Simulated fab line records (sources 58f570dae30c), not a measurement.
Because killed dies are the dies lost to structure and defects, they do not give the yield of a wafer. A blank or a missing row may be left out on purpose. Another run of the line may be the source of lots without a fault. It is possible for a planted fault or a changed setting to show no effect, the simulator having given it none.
Code-filled problem report in 8D (eight disciplines) form ; flow berkeley-cmos170 ; the parts of the form that need people (team, actions taken, sign-off) are left out

== 1. PROBLEM STATEMENT ==
A mean of 159.6 W is read at UCB170_GATE_ETCH_15 for bias-w, taken on 1 wafer of 1 lot, against 150.0 W (standard deviation 0.49) on wafers free of any fault. That is +20 standard deviations from the usual mean.
The step: etches poly-Si in HBr/Cl2, stops on SiO2, time 56.3 s, target depth 278.2 nm.
Earliest sighting: wafer L367.5 on rie-si-02 at day 11 07:46. At this step, 39 wafers from 13 lots have a number in the record. Rule for "out", or "out of limits": more than 4 standard deviations from the usual mean. The other wafers with a number count as sound.

== 2. WHAT IT IS, WHAT IT ISN'T ==
question;is;is not
which readings at this step;bias-w;drypump-motor-current-A, oes-product-au, throttle-valve-pct
which lots;L367;L350, L352, L353, L355, L356, L357, L359, L360, L361, L364, L365, L373
which wafers of those lots;L367.5;L367.1, L367.6
read on which tools;rie-si-02;rie-si-01
when;from day 11 07:46;"up to then (35 sound wafers); but 3 sound wafers of L373 came after"

== 3. SUSPECTS, AND WHAT RULES EACH OUT ==
Counting: any tool at a process step up to the reading remains a suspect provided it ran every lot that is out. Sound lots after the first of them don't rule it out here, since some wafers of a struck lot are sound.
- plasma-asher-03 at UCB170_NVT_STRIP_08 (strips in O2): kept. It processed L367, the lot that is out, at day 10 13:29, and its most recent sound lot before then was L360 at day 9 00:08.
- rie-si-02 at UCB170_GATE_ETCH_15 (etches poly-Si in HBr/Cl2, stops on SiO2, time 56.3 s, target depth 278.2 nm): kept. It processed L367, the lot that is out, at day 11 07:46, and its most recent sound lot before then was L364 at day 9 22:42. Out on those wafers are its own readings of bias-w.
- Within plasma-asher-03 at UCB170_NVT_STRIP_08: the wafers that are out ran in chamber 1; their sound lot-mates ran in chamber 0.
- rie-si-02, UCB170_GATE_ETCH_15: wafers that are out in chamber 2, sound lot-mates in chambers 0, 1.
Remaining after the count are plasma-asher-03 at UCB170_NVT_STRIP_08 and rie-si-02 at UCB170_GATE_ETCH_15.

== 4. THE CAUSE (what the simulator had put in) ==
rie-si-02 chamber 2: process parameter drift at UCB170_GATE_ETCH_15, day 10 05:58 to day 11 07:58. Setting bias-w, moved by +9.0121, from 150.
Of the 2 suspects that counting leaves, this tool is one.

== 5. THE EFFECT CHAIN, in route order ==
Each row: a reading where the mean over the struck wafers with a number is more than 3 standard deviations away from the usual. Scope: only readings with a usual standard deviation given in the record; hours: median across lots of the time from each lot's start at the first step in this table that gives one to its start at this step; sigmas: change in usual standard deviations.
hours;step;reading;usual;on struck wafers;change;sigmas
0;UCB170_GATE_ETCH_15;bias-w;150.0 W;159.6;+9.6;+20
It contains these process steps:
- UCB170_GATE_ETCH_15: etches poly-Si in HBr/Cl2, stops on SiO2, time 56.3 s, target depth 278.2 nm.

== 6. HOW IT WOULD HAVE BEEN CAUGHT EARLIER ==
In this record the first reading out of limits was taken at day 11 07:46, 26 hours after the fault began at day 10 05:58.
